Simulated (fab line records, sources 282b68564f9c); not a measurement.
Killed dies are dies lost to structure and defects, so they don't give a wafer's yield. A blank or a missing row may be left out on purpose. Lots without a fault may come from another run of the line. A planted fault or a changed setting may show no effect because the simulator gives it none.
A struck lot beside a sound one | flow rit_cmos | 22 steps out of a route of 202
Sound: wafers L882.2, L882.3, L882.6. Struck: wafers L904.3, L904.5, L904.6. The cause comes at the end.
At each step with rows: each side's tool, then ch and its chambers, then its first start. Under that, the readings that differ: sound wafers | struck wafers | difference of the means | sigmas: that difference in standard deviations of wafers without a fault.
alike: readings whose means differ by less than 2 such deviations, and words and numbers that are the same on both sides. not compared: withheld readings, readings that some wafer has no value for, bounds like >300 that may hide the same value, and numbers for which the record gives no deviation and whose values overlap.
The two part at a step that has a row with sigmas, a row that says differs or no value, or rows on one side only. Numbers that don't overlap but have no deviation are shown without sigmas and don't part them. A reading that every wafer of one side lacks parts them only if that side has two wafers or more.

first, 2 steps without rows for these wafers: RIT_NSD_HARDBAKE_07 (time 60 s); RIT_NSD_IMPLANT_08.
RIT_NSD_STRIP_09: strips in O2, time 180 s.
  sound on plasma_asher-03 ch 0,1, day 3 10:14; struck on plasma_asher-01 ch 0,1, day 7 16:59
  alike: drypump_motor_current_A, o2_flow_sccm
  not compared: rf_hours_counter_h
RIT_NSD_TW_MEAS_10:
  sound on film_metro-01, day 3 10:26; struck on film_metro-04, day 7 17:07
  alike: NSD_TW
then, 6 steps without rows for these wafers: RIT_PSD_HMDS_00 (prime time 60 s); RIT_PSD_COAT_01 (resist thk 1000 nm); RIT_PSD_SOFTBAKE_02 (time 60 s); RIT_PSD_EXPOSE_03 (exposes mask M10, target cd 40900 nm); RIT_PSD_PEB_04; RIT_PSD_DEVELOP_05 (develop time 50 s).
RIT_PSD_OVL_MEAS_06:
  sound on overlay-01, day 3 11:26; struck on overlay-02, day 7 18:01
  alike: PSD_OVL
then, 1 step without rows for these wafers: RIT_PSD_HARDBAKE_07 (time 60 s).
RIT_PSD_IMPLANT_08:
  sound on implanter-01 ch 0, day 3 11:39; struck on implanter-03 ch 0, day 7 18:14
RIT_PSD_STRIP_09: strips in O2, time 180 s.
  sound on plasma_asher-02 ch 0,1, day 3 11:46; struck on plasma_asher-04 ch 0,1, day 7 18:24
  alike: drypump_motor_current_A, o2_flow_sccm
  not compared: rf_hours_counter_h
RIT_PSD_TW_MEAS_10:
  sound on film_metro-01, day 3 11:58; struck on film_metro-01, day 7 18:32
  alike: PSD_TW
then, 3 steps without rows for these wafers: RIT_SDANNEAL_CLEAN_00 (cleans in SC1, time 600 s); RIT_SDANNEAL_CLEAN_01 (cleans in dHF, time 30 s); RIT_SDANNEAL_CLEAN_02 (cleans in SC2, time 600 s).
RIT_SDANNEAL_RTA_03: time 5 s.
  sound on rtp_anneal-02 ch 0, day 3 12:23; struck on rtp_anneal-02 ch 0, day 7 18:59
  alike: ramp_down_c_per_s, wafer_temp_C_max
RIT_SDANNEAL_RS_MEAS_04: measures by four-point-probe.
  sound on film_metro-04, day 3 12:28; struck on film_metro-01, day 7 19:04
  reading         | sound             | struck            | difference | sigmas
  PSD_RS (ohm/sq) | 115.3 115.2 115.2 | 117.8 117.7 118.1 | +2.6       | +8
RIT_SDANNEAL_RS_MEAS_05: measures by four-point-probe.
  sound on film_metro-04, day 3 12:35; struck on film_metro-01, day 7 19:11
  alike: NSD_RS
RIT_M1_PROBE_99:
  sound on prober-01, day 3 21:39; struck on prober-01, day 8 04:05
  reading                                           | sound                      | struck                   | difference | sigmas
  model.etest.pmos_0p15.drive_ua_um_range           | 5.146 4.042 4.121          | 8.843 8.995 9.932        | +4.820     |
  model.etest.contact_pplus.end_ohm_um              | 42.11 42.95 43.38          | 46.31 46.81 45.67        | +3.45      |
  model.etest.pmos_0p15.drive_ua_um_rim_less_centre | -1.05 0.8914 1.336         | 1.872 2.124 1.492        | +1.437     |
  model.etest.diode_pplus_nwell.cj_ff_um2_range     | 0.01816 0.02601 0.01415    | 0.05075 0.05125 0.06234  | +0.03534   |
  model.etest.pmos_0p15.vt_v_range                  | 0.005077 0.006209 0.003628 | 0.0265 0.02333 0.02325   | +0.0194    |
  model.etest.pmos_0p15.vt_v_rim_less_centre        | -0.002631 0.001186 0.0019  | 0.01209 0.01195 0.008922 | +0.01084   |
  model.etest.cap_p_gate.vfb_v (V)                  | 0.9684 0.978 0.9741        | 0.9617 0.9586 0.9548     | -0.0151    |
  alike: killed_at_contacts, killed_at_front_end, killed_dies, killed_open, killed_short

WHERE THEY PART
Only at RIT_SDANNEAL_RS_MEAS_04, within this record. Later steps at which nothing parts them and some readings are alike: RIT_SDANNEAL_RS_MEAS_05, RIT_M1_PROBE_99.

WHY: what the simulator had put in
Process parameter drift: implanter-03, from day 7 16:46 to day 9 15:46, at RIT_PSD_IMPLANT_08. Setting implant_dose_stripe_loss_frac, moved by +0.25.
